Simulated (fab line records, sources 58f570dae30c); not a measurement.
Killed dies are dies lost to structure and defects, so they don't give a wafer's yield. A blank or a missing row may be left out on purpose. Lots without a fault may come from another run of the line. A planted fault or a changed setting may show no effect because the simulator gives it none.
One fault seen from 2 desks | flow berkeley_cmos170 | each desk has only its own numbers; what lay behind them comes last

THE TOOL OWNER'S DESK: rtp_anneal-01
The tool's own readings at UCB170_SILICIDE_RTA_04 (time 15 s): means of the sampled wafers that have a number, for each lot that ran on this tool. A lot is out of limits, marked OUT, if its mean lies more than 4 standard deviations from the usual mean; the brackets give that distance.
Columns: A = chamber_o2_ppm at UCB170_SILICIDE_RTA_04, usual 1.999; B = lamp_power_pct at UCB170_SILICIDE_RTA_04, usual 10.2 %; C = wafer_temp_C_max at UCB170_SILICIDE_RTA_04, usual 652.3
lot  | first seen here | A     | B    | C
L274 | day 8 12:18     | 2.027 | 10.6 | 652.5
L283 | day 10 17:38    | 2.022 | 10.8 | 653.1
L284 | day 10 18:09    | 2.029 | 10.8 | 652.5
L288 | day 11 15:56    | 1.997 | 10.8 | 652.3
This desk's finding: nothing out of limits on any of the 4 lots.

THE METROLOGY DESK
What the gauges read, lot by lot, whatever tool the lot ran on: means of the sampled wafers that have a number. A lot is out of limits, marked OUT, if its mean lies more than 4 standard deviations from the usual mean; the brackets give that distance. Of its 12 readings 7 are shown: those that lie furthest out on some lot.
Columns: A = NSD_RS at UCB170_SDANNEAL_RS_MEAS_03, usual 37.25 ohm/sq; B = PLDD_RS at UCB170_SDANNEAL_RS_MEAS_04, usual 1031.0 ohm/sq; C = SILICIDE_TI_RS at UCB170_SILICIDE_RS_MEAS_02, usual 26.1 ohm/sq; D = SILICIDE_TI_THK at UCB170_SILICIDE_THK_MEAS_03, usual 29.5 nm; E = CONTACT_PSG_THK at UCB170_CONTACT_THK_MEAS_02, usual 703 nm; F = CONTACT_OVL at UCB170_CONTACT_OVL_MEAS_16, usual -3 nm; G = M1_AL_THK at UCB170_M1_THK_MEAS_02, usual 597 nm
lot  | first seen here | A     | B      | C    | D    | E   | F   | G
L274 | day 8 11:32     | 37.20 | 1031.4 | 26.0 | 29.7 | 705 | -7  | 598
L283 | day 10 16:49    | 37.23 | 1031.2 | 26.3 | 29.4 | 699 | -3  | 595
L284 | day 10 17:20    | 37.19 | 1031.0 | 26.6 | 29.2 | 701 | 1   | 603
L289 | day 11 15:10    | 37.29 | 1024.7 | 25.8 | 29.7 | 708 | 1   | 600
L288 | day 11 15:11    | 37.33 | 1033.7 | 26.4 | 29.2 | 706 | -14 | 598
L292 | day 12 06:24    | 37.15 | 1028.0 | 25.1 | 30.6 | 691 | 7   | 602
L294 | day 12 16:54    | 37.32 | 1028.2 | 26.1 | 29.6 | 698 | -2  | 604
This desk's finding: nothing out of limits on any of the 7 lots.

PUT TOGETHER
The tool owner's desk saw nothing out of limits.
The metrology desk saw nothing out of limits.

WHAT THE SIMULATOR HAD PUT IN
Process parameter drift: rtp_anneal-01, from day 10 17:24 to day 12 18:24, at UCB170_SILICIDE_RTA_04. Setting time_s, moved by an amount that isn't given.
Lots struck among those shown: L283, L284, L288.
